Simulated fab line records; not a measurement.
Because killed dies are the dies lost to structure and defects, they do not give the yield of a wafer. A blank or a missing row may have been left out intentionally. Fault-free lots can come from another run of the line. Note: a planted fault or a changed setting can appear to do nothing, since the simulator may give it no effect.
Which tool was responsible? + flow rit cmos + 15 lots, 45 wafers sampled, at 5 steps of a route of 202

== WHAT THE GAUGES READ, wafer by wafer ==
RIT_ACTIVE_CD_MEAS_11 targets a cd of 1400 nm. Usual: cd nm 1400.6 nm, standard deviation 2.
| lot  | measured    | on        | cd nm (nm)           | flag |
|------|-------------|-----------|----------------------|------|
| L330 | day 2 00:35 | cd sem-01 | 1399.6 1403.2 1401.2 |      |
| L331 | day 2 05:34 | cd sem-02 | 1395.5 1395.1 1397.8 |      |
| L332 | day 2 10:34 | cd sem-01 | 1406.0 1403.4 1402.5 |      |
| L333 | day 2 15:26 | cd sem-01 | 1399.4 1398.7 1396.7 |      |
| L334 | day 2 20:30 | cd sem-01 | 1400.6 1400.8 1398.5 |      |
| L335 | day 3 01:36 | cd sem-01 | 1401.6 1402.0 1398.4 |      |
| L336 | day 3 06:35 | cd sem-02 | 1397.6 1398.6 1399.4 |      |
| L339 | day 3 23:59 | cd sem-01 | 1402.9 1401.8 1403.5 |      |
| L340 | day 4 02:40 | cd sem-01 | 1400.1 1399.8 1399.9 |      |
| L341 | day 4 08:58 | cd sem-01 | 1400.3 1399.3 1397.6 |      |
| L342 | day 4 12:41 | cd sem-01 | 1400.8 1397.2 1399.9 |      |
| L344 | day 4 22:29 | cd sem-01 | 1398.8 1397.5 1399.7 |      |
| L348 | day 5 18:29 | cd sem-01 | 1401.3 1401.4 1400.3 |      |
| L349 | day 5 23:38 | cd sem-01 | 1399.2 1399.0 1400.1 |      |
| L350 | day 6 05:50 | cd sem-01 | 1403.1 1403.2 1402.9 |      |

RIT_FOX1_THK_MEAS_01. Usual: for FOX1_OXIDE_THK the level is 352 nm and the standard deviation is 6.2.
| lot  | measured    | on            | FOX1_OXIDE_THK (nm) | flag |
|------|-------------|---------------|---------------------|------|
| L330 | day 2 02:57 | film metro-03 | 367 365 365         |      |
| L331 | day 2 07:58 | film metro-04 | 345 348 349         |      |
| L332 | day 2 12:56 | film metro-03 | 350 354 346         |      |
| L333 | day 2 17:49 | film metro-04 | 352 350 346         |      |
| L334 | day 2 23:02 | film metro-03 | 347 343 346         |      |
| L335 | day 3 04:10 | film metro-04 | 359 355 356         |      |
| L336 | day 3 13:32 | film metro-04 | 346 346 345         |      |
| L339 | day 4 02:26 | film metro-04 | 383 384 387         | OFF  |
| L340 | day 4 05:21 | film metro-02 | 380 388 387         | OFF  |
| L341 | day 4 11:23 | film metro-04 | 407 405 406         | OFF  |
| L342 | day 4 15:06 | film metro-04 | 350 346 351         |      |
| L344 | day 5 00:52 | film metro-04 | 357 360 362         |      |
| L348 | day 5 21:16 | film metro-02 | 343 347 348         |      |
| L349 | day 6 02:01 | film metro-03 | 350 353 347         |      |
| L350 | day 6 08:23 | film metro-04 | 352 350 358         |      |

RIT_WELLDRIVE_RS_MEAS_01: a four-point-probe measurement. Usual: for NWELL_RS the level is 275.1 ohm/sq and the standard deviation is 0.7.
| lot  | measured    | on            | NWELL_RS (ohm/sq) | flag |
|------|-------------|---------------|-------------------|------|
| L330 | day 2 13:45 | film metro-01 | 274.8 275.7 275.6 |      |
| L331 | day 2 19:28 | film metro-03 | 275.3 275.3 274.8 |      |
| L332 | day 2 23:44 | film metro-03 | 274.4 274.0 275.4 |      |
| L333 | day 3 05:54 | film metro-04 | 274.1 274.8 274.5 |      |
| L334 | day 3 10:47 | film metro-04 | 275.7 275.8 275.9 |      |
| L335 | day 3 18:40 | film metro-04 | 276.2 276.5 275.9 |      |
| L336 | day 4 06:07 | film metro-04 | 275.1 275.8 275.8 |      |
| L339 | day 4 14:25 | film metro-01 | 275.7 275.0 275.5 |      |
| L340 | day 4 16:48 | film metro-01 | 275.4 274.8 274.3 |      |
| L341 | day 4 22:06 | film metro-04 | 275.1 274.5 275.1 |      |
| L342 | day 5 03:17 | film metro-03 | 274.4 274.5 274.1 |      |
| L344 | day 5 11:52 | film metro-04 | 274.7 275.7 274.8 |      |
| L348 | day 6 08:40 | film metro-03 | 275.7 274.4 275.3 |      |
| L349 | day 6 14:05 | film metro-01 | 274.5 274.3 275.8 |      |
| L350 | day 6 19:10 | film metro-01 | 276.7 277.0 277.3 |      |

== EACH LOT AND THE TOOL THAT RAN IT (in order: tool; ch and the chambers of the sampled wafers; start) ==
| lot  | RIT_ACTIVE_STRIP_14                 | RIT_FOX1_OXIDATION_00        |
|------|-------------------------------------|------------------------------|
| L330 | plasma asher-02 ch 0,1, day 2 00:58 | furnace-02 ch 0, day 2 01:38 |
| L331 | plasma asher-02 ch 0,1, day 2 05:58 | furnace-03 ch 0, day 2 06:39 |
| L332 | plasma asher-01 ch 0,1, day 2 10:58 | furnace-03 ch 0, day 2 11:38 |
| L333 | plasma asher-01 ch 0,1, day 2 15:51 | furnace-03 ch 0, day 2 16:31 |
| L334 | plasma asher-01 ch 0,1, day 2 20:54 | furnace-03 ch 0, day 2 21:42 |
| L335 | plasma asher-04 ch 0,1, day 3 02:03 | furnace-01 ch 0, day 3 02:50 |
| L336 | plasma asher-01 ch 0,1, day 3 06:59 | furnace-01 ch 0, day 3 12:13 |
| L339 | plasma asher-01 ch 0, day 4 00:27   | furnace-03 ch 0, day 4 01:07 |
| L340 | plasma asher-04 ch 0,1, day 4 03:04 | furnace-03 ch 0, day 4 04:02 |
| L341 | plasma asher-04 ch 0,1, day 4 09:25 | furnace-03 ch 0, day 4 10:03 |
| L342 | plasma asher-01 ch 0,1, day 4 13:06 | furnace-01 ch 0, day 4 13:47 |
| L344 | plasma asher-02 ch 0,1, day 4 22:54 | furnace-01 ch 0, day 4 23:31 |
| L348 | plasma asher-04 ch 0,1, day 5 18:53 | furnace-01 ch 0, day 5 19:56 |
| L349 | plasma asher-01 ch 0,1, day 6 00:02 | furnace-01 ch 0, day 6 00:42 |
| L350 | plasma asher-02 ch 0,1, day 6 06:16 | furnace-02 ch 0, day 6 07:03 |
- RIT_ACTIVE_STRIP_14: strips in O2, time 180 s.
- RIT_FOX1_OXIDATION_00: target thk 350.7 nm, ox time 1130 s.

== AS READ BY THE TOOLS THEMSELVES (means over the sampled wafers that have a number; for cases with no such wafer, the mark the record gives instead) ==
RIT_ACTIVE_STRIP_14. Usual: drypump motor current A 5.7 A, standard deviation 0.36.
| lot  | tool            | drypump motor current A (A) | flag |
|------|-----------------|-----------------------------|------|
| L330 | plasma asher-02 | 5.4                         |      |
| L331 | plasma asher-02 | 5.4                         |      |
| L332 | plasma asher-01 | 6.2                         |      |
| L333 | plasma asher-01 | 6.2                         |      |
| L334 | plasma asher-01 | 6.2                         |      |
| L335 | plasma asher-04 | 5.5                         |      |
| L336 | plasma asher-01 | 6.2                         |      |
| L339 | plasma asher-01 | 6.2                         |      |
| L340 | plasma asher-04 | 5.5                         |      |
| L341 | plasma asher-04 | 5.4                         |      |
| L342 | plasma asher-01 | 6.2                         |      |
| L344 | plasma asher-02 | 5.5                         |      |
| L348 | plasma asher-04 | 5.4                         |      |
| L349 | plasma asher-01 | 6.2                         |      |
| L350 | plasma asher-02 | 5.4                         |      |

RIT_FOX1_OXIDATION_00. Usual: spike tc centre C 1102.8 C, standard deviation 1.1; spike tc load C 1127.1 C, standard deviation 2.4; spike tc source C 1124.2 C, standard deviation 1.1; tube center temp C 1100 C, standard deviation 0.1; tube_center_temp_C_max 1102.7, standard deviation 0.42; zone power source pct 46.7 %, standard deviation 0.69.
| lot  | tool       | spike tc centre C (C) | spike tc load C (C) | spike tc source C (C) | tube center temp C (C) | tube_center_temp_C_max | zone power source pct (%) | flag |
|------|------------|-----------------------|---------------------|-----------------------|------------------------|------------------------|---------------------------|------|
| L330 | furnace-02 | 1104.1                | 1123.8              | 1125.4                | 1100                   | 1102.4                 | 46.0                      |      |
| L331 | furnace-03 | 1102.6                | 1129.4              | 1123.2                | 1100                   | 1103.0                 | 46.7                      |      |
| L332 | furnace-03 | 1103.2                | 1128.3              | 1123.5                | 1100                   | 1103.1                 | 46.4                      |      |
| L333 | furnace-03 | 1103.1                | 1128.7              | 1123.5                | 1100                   | 1102.5                 | 46.4                      |      |
| L334 | furnace-03 | 1102.0                | 1129.4              | 1124.2                | 1100                   | 1102.7                 | 46.8                      |      |
| L335 | furnace-01 | 1103.2                | 1127.4              | 1123.9                | 1100                   | 1102.7                 | 47.4                      |      |
| L336 | furnace-01 | 1103.0                | 1126.9              | 1123.9                | 1100                   | 1102.8                 | 47.6                      |      |
| L339 | furnace-03 | 1125.8                | 1153.5              | 1149.6                | 1125                   | 1127.5                 | 49.0                      | OFF  |
| L340 | furnace-03 | 1127.0                | 1153.1              | 1149.8                | 1125                   | 1127.3                 | 48.9                      | OFF  |
| L341 | furnace-03 | 1127.9                | 1153.9              | 1148.9                | 1125                   | 1127.6                 | 48.4                      | OFF  |
| L342 | furnace-01 | 1103.2                | 1125.9              | 1123.6                | 1100                   | 1102.5                 | 47.6                      |      |
| L344 | furnace-01 | 1104.1                | 1126.8              | 1124.2                | 1100                   | 1102.6                 | 46.8                      |      |
| L348 | furnace-01 | 1103.5                | 1126.7              | 1123.7                | 1100                   | 1102.6                 | 47.0                      |      |
| L349 | furnace-01 | 1103.8                | 1127.2              | 1123.4                | 1100                   | 1102.7                 | 47.5                      |      |
| L350 | furnace-02 | 1104.4                | 1121.9              | 1124.9                | 1100                   | 1102.7                 | 45.6                      |      |

== THE ANSWER, worked out from the rows above alone ==
Rule: take the mean of a lot's wafers that have a number; if it is more than 3 standard deviations from the usual mean, the lot is off. A lot without any number at a reading at which 4 lots or more have one is off too. All remaining lots with rows at the step are treated as sound. First the gauges in route order, then the tools' own readings, where a lot's mean is used as printed above. The first step at which some lot is off is used, and at that step the reading that is off furthest; a lot without a number counts as furthest.
Off: L339, L340, L341, at RIT_FOX1_THK_MEAS_01 (FOX1_OXIDE_THK).
If a tool, at a process step before that reading, ran all the lots that are off and no sound lot after the first of them, it fits. Not tried: the gauges at RIT_FOX1_THK_MEAS_01; whatever is off there is also off at RIT_FOX1_OXIDATION_00, on other tools, and gauge error can't account for it. One candidate fits, namely furnace-03 at RIT_FOX1_OXIDATION_00. A fault onset in the window from L334 (day 2 21:42, its last sound lot) to L339 (day 4 01:07, its first lot off) fits.
The tool's own readings at RIT_FOX1_OXIDATION_00 bear it out: on the lots that are off they differ by more than 5 times the standard deviation of the sound lots' means. spike tc centre C reads 1126.9 C there against 1103.3 C on the sound lots; spike tc load C reads 1153.5 C there against 1126.9 C on the sound lots; spike tc source C reads 1149.4 C there against 1124.0 C on the sound lots; tube center temp C reads 1125 C there against 1100 C on the sound lots; tube_center_temp_C_max reads 1127.5 there against 1102.7 on the sound lots.

== WHAT THE SIMULATOR HAD INSERTED ==
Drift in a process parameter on furnace-03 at RIT_FOX1_OXIDATION_00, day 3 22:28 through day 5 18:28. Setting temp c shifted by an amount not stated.
Struck lots among those shown: L339, L340, L341. This agrees with what the rule above found.
